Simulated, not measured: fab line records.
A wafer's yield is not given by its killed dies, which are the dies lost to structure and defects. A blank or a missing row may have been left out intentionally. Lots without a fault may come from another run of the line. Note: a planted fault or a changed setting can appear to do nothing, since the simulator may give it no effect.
Which tool is to blame?	flow ritCmos	13 lots, 39 wafers sampled, at 5 steps of a route of 202

WHAT THE GAUGES SHOWED, per wafer
RIT_ACTIVE_BOW_MEAS_00.
lot	measured	on	INCOMING_BOW (um)
L550	day 1 15:02	filmMetro-04	3 13 -1
L551	day 1 20:02	filmMetro-04	0 1 2
L552	day 2 01:00	filmMetro-02	-2 0 5
L553	day 2 06:00	filmMetro-03	4 13 -2
L554	day 2 11:00	filmMetro-02	7 -12 -15
L557	day 3 02:00	filmMetro-02	0 7 6
L560	day 3 17:00	filmMetro-02	-6 -3 -2
L562	day 4 03:02	filmMetro-03	-2 3 -1
L563	day 4 08:00	filmMetro-04	-4 -2 4
L566	day 4 23:01	filmMetro-02	-4 7 -1
L567	day 5 04:01	filmMetro-03	0 4 7
L569	day 5 14:02	filmMetro-03	13 4 11
L570	day 5 19:01	filmMetro-03	-4 -7 12

RIT_ACTIVE_CD_MEAS_11: target cd 1400 nm.
lot	measured	on	cdNm (nm)
L550	day 1 19:54	cdSem-01	1399.0 1399.1 1396.6
L551	day 2 02:05	cdSem-01	1399.7 1399.3 1399.0
L552	day 2 07:54	cdSem-01	1400.1 1397.7 1398.9
L553	day 2 12:50	cdSem-01	1403.1 1401.3 1400.9
L554	day 2 16:01	cdSem-02	1396.1 1396.8 1398.9
L557	day 3 07:20	cdSem-01	1402.3 1400.0 1399.7
L560	day 3 21:34	cdSem-01	1398.2 1399.9 1399.4
L562	day 4 09:13	cdSem-02	1403.6 1402.3 1402.0
L563	day 4 12:34	cdSem-01	1401.7 1402.3 1401.0
L566	day 5 04:31	cdSem-02	1397.3 1397.8 1398.5
L567	day 5 11:35	cdSem-02	1399.9 1399.4 1398.2
L569	day 5 18:52	cdSem-02	1401.0 1400.6 1399.7
L570	day 6 01:38	cdSem-02	1400.3 1402.3 1401.4

RIT_CONTACT_THK_MEAS_01.
lot	measured	on	CONTACT_TEOS_THK (nm)
L550	day 3 20:14	filmMetro-02	396 407 408
L551	day 3 20:42	filmMetro-01	396 401 401
L552	day 4 01:20	filmMetro-01	399 404 404
L553	day 4 08:55	filmMetro-02	395 402 401
L554	day 4 09:26	filmMetro-02	392 397 401
L557	day 5 06:50	filmMetro-01	398 400 403
L560	day 5 19:41	filmMetro-02	393 398 397
L562	day 6 02:27	filmMetro-02	562 401 565
L563	day 6 08:36	filmMetro-02	386 392 404
L566	day 6 22:35	filmMetro-01	395 388 397
L567	day 7 05:55	filmMetro-01	403 394 402
L569	day 7 08:55	filmMetro-01	399 402 405
L570	day 7 17:28	filmMetro-02	404 407 404

RIT_CONTACT_OVL_MEAS_09.
lot	measured	on	CONTACT_OVL (nm)
L550	day 3 21:36	overlay-01	2.2 1.4 3.0
L551	day 3 22:10	overlay-01	1.5 2.9 0.8
L552	day 4 02:29	overlay-02	1.1 -1.0 -0.2
L553	day 4 10:15	overlay-02	2.4 1.1 2.1
L554	day 4 10:43	overlay-02	1.2 0.3 -0.6
L557	day 5 08:07	overlay-02	1.9 0.6 1.1
L560	day 5 20:50	overlay-01	1.8 0.5 0.0
L562	day 6 03:43	overlay-01	0.9 0.4 0.4
L563	day 6 09:46	overlay-02	-0.7 -0.1 0.3
L566	day 6 23:51	overlay-01	-0.3 -2.0 1.6
L567	day 7 07:03	overlay-01	-1.4 0.2 2.1
L569	day 7 10:10	overlay-02	-1.5 -1.2 -0.9
L570	day 7 18:43	overlay-02	1.0 0.6 2.0

WHICH TOOL RAN EACH LOT (tool, then ch and the chambers of the sampled wafers, then the start)
lot	RIT_CONTACT_CVD_00
L550	pecvd-01 ch 0,1, day 3 20:10
L551	pecvd-03 ch 1,2, day 3 20:38
L552	pecvd-02 ch 0,1,2, day 4 01:17
L553	pecvd-01 ch 0,1,2, day 4 08:52
L554	pecvd-03 ch 0,1, day 4 09:23
L557	pecvd-02 ch 1,2, day 5 06:47
L560	pecvd-03 ch 0,2, day 5 19:38
L562	pecvd-01 ch 0,1, day 6 02:23
L563	pecvd-03 ch 0,1,2, day 6 08:33
L566	pecvd-03 ch 0,1, day 6 22:31
L567	pecvd-02 ch 0,1, day 7 05:51
L569	pecvd-03 ch 0,1,2, day 7 08:50
L570	pecvd-02 ch 0,1,2, day 7 17:24
- RIT_CONTACT_CVD_00: deposits SiO2 from TEOS, target thk 400 nm, time 61 s.

WHAT THE TOOLS THEMSELVES READ (means of the sampled wafers that have a number; where no wafer has one, the mark that the record gives instead)
RIT_CONTACT_CVD_00.
lot	tool	heaterPowerW (W)	rfFwdPowerW (W)
L550	pecvd-01	276	396.0
L551	pecvd-03	311	399.4
L552	pecvd-02	314	398.1
L553	pecvd-01	321	397.8
L554	pecvd-03	291	396.1
L557	pecvd-02	311	398.4
L560	pecvd-03	267	397.0
L562	pecvd-01	310	397.9
L563	pecvd-03	301	397.1
L566	pecvd-03	262	397.5
L567	pecvd-02	309	398.5
L569	pecvd-03	310	396.3
L570	pecvd-02	310	397.6

THE ANSWER, worked out from the rows above alone
Rule: what is usual is taken from the lots themselves. Put in order of their means at a reading, lots are off if they are a third of the lots or fewer, leave a main group of 4 or more, and stand apart from it by a gap of 3 or more times the standard deviation of the main group's means; of several such gaps the widest counts. The tables above print the reading to a certain number of digits; a main group whose means all agree to those digits is not used. Also off: a lot with no number at a reading for which 4 or more lots have one. The other lots that the step has rows for count as sound. First the gauges in route order, then the tools' own readings, where a lot's mean is used as printed above. At the first step where some lot is off, the reading lying furthest off is the one used; lots without a number count as furthest.
Off: at RIT_CONTACT_THK_MEAS_01 (CONTACT_TEOS_THK), L562. For the main group the mean is 399 nm and the standard deviation 3.5.
A tool fits if, at a process step before that reading, it ran every lot that is off, and no sound lot after the first of them. The gauges at RIT_CONTACT_THK_MEAS_01 are tried like those tools. One candidate fits, namely pecvd-01 at RIT_CONTACT_CVD_00. A fault onset in the window from L553 (day 4 08:52, its last sound lot) to L562 (day 6 02:23, its first lot off) fits.

WHAT HAD BEEN PUT IN BY THE SIMULATOR
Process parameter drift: pecvd-01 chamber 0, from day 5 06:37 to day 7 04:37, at RIT_CONTACT_CVD_00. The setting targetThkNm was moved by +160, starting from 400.
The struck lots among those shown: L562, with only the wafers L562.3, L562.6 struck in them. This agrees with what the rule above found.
